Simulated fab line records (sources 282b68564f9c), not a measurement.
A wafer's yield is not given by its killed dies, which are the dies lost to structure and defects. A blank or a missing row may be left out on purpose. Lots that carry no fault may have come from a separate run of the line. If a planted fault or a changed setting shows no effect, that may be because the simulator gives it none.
Which tool was responsible? | flow rit-cmos | Sampling: 8 lots, 23 wafers, 3 of 202 route steps

WHAT THE GAUGES SHOWED, per wafer
RIT_CONTACT_OVL_MEAS_09.
lot  | measured    | on         | CONTACT_OVL (nm)
L752 | day 3 18:23 | overlay-01 | -1.7 -0.5 -1.9
L755 | day 4 05:27 | overlay-02 | 0.0 -0.1 -0.7
L756 | day 4 14:17 | overlay-01 | 0.7 -1.9 -2.7
L758 | day 4 21:43 | overlay-02 | 0.9 0.4 0.8
L760 | day 5 11:37 | overlay-01 | -1.2 -0.6 -0.4
L762 | day 5 21:07 | overlay-02 | 172.3 174.0
L765 | day 6 13:41 | overlay-02 | 171.4 171.3 172.5
L773 | day 8 02:10 | overlay-02 | -0.1 2.1 0.0

WHAT TOOL EACH LOT RAN ON (gives the tool, then ch and the chambers of the sampled wafers, and finally the start)
lot  | RIT_GATE_ETCH_19                | RIT_CONTACT_EXPOSE_05
L752 | rie-si-01 ch 0,3, day 2 23:36   | iline-stepper-02 ch 0, day 3 17:46
L755 | rie-si-01 ch 0,2,3, day 3 12:12 | iline-stepper-02 ch 0, day 4 04:49
L756 | rie-si-01 ch 0,1,3, day 3 21:26 | iline-stepper-02 ch 0, day 4 13:39
L758 | rie-si-01 ch 0,1,3, day 4 06:07 | iline-stepper-02 ch 0, day 4 21:07
L760 | rie-si-01 ch 0,1, day 4 19:05   | iline-stepper-02 ch 0, day 5 11:01
L762 | rie-si-01 ch 0,1, day 5 05:26   | iline-stepper-02 ch 0, day 5 20:29
L765 | rie-si-02 ch 1,2, day 5 21:46   | iline-stepper-02 ch 0, day 6 13:03
L773 | rie-si-02 ch 0,2, day 7 10:50   | iline-stepper-01 ch 0, day 8 01:32
- RIT_GATE_ETCH_19: etches poly-Si in SF6/CHF3/O2, stops on SiO2, time 165 s, target depth 312.5 nm.
- RIT_CONTACT_EXPOSE_05: exposes mask M11, target cd 1000 nm.

THE ANSWER, worked out from the rows above alone
Rule: the lots themselves supply what counts as usual. Put in order of their means at a reading, lots are off if they are a third of the lots or fewer, leave a main group of 4 or more, and stand apart from it by a gap of 3 or more times the standard deviation of the main group's means; of several such gaps the widest counts. If all means in a main group match to the digits the tables above print for the reading, that group is not used. A lot without any number at a reading at which 4 lots or more have one is off too. All remaining lots with rows at the step are treated as sound.
Off: L762, L765, at RIT_CONTACT_OVL_MEAS_09 (CONTACT_OVL). The main group: mean -0.4 nm, standard deviation 0.84.
A tool fits if, at a process step before that reading, it ran every lot that is off, and no sound lot after the first of them. Those tools and the gauges at RIT_CONTACT_OVL_MEAS_09 are tried in the same way. One fits: RIT_CONTACT_EXPOSE_05 on iline-stepper-02. Its last sound lot is L760 (day 5 11:01), its first lot that is off L762 (day 5 20:29): a fault that began between those two fits.

WHAT WAS PUT IN BY THE SIMULATOR
Scanner matching overlay: iline-stepper-02, from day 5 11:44 on, at RIT_CONTACT_EXPOSE_05. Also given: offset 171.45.
Struck lots among those shown: L762, L765. The rule above reached the same finding.
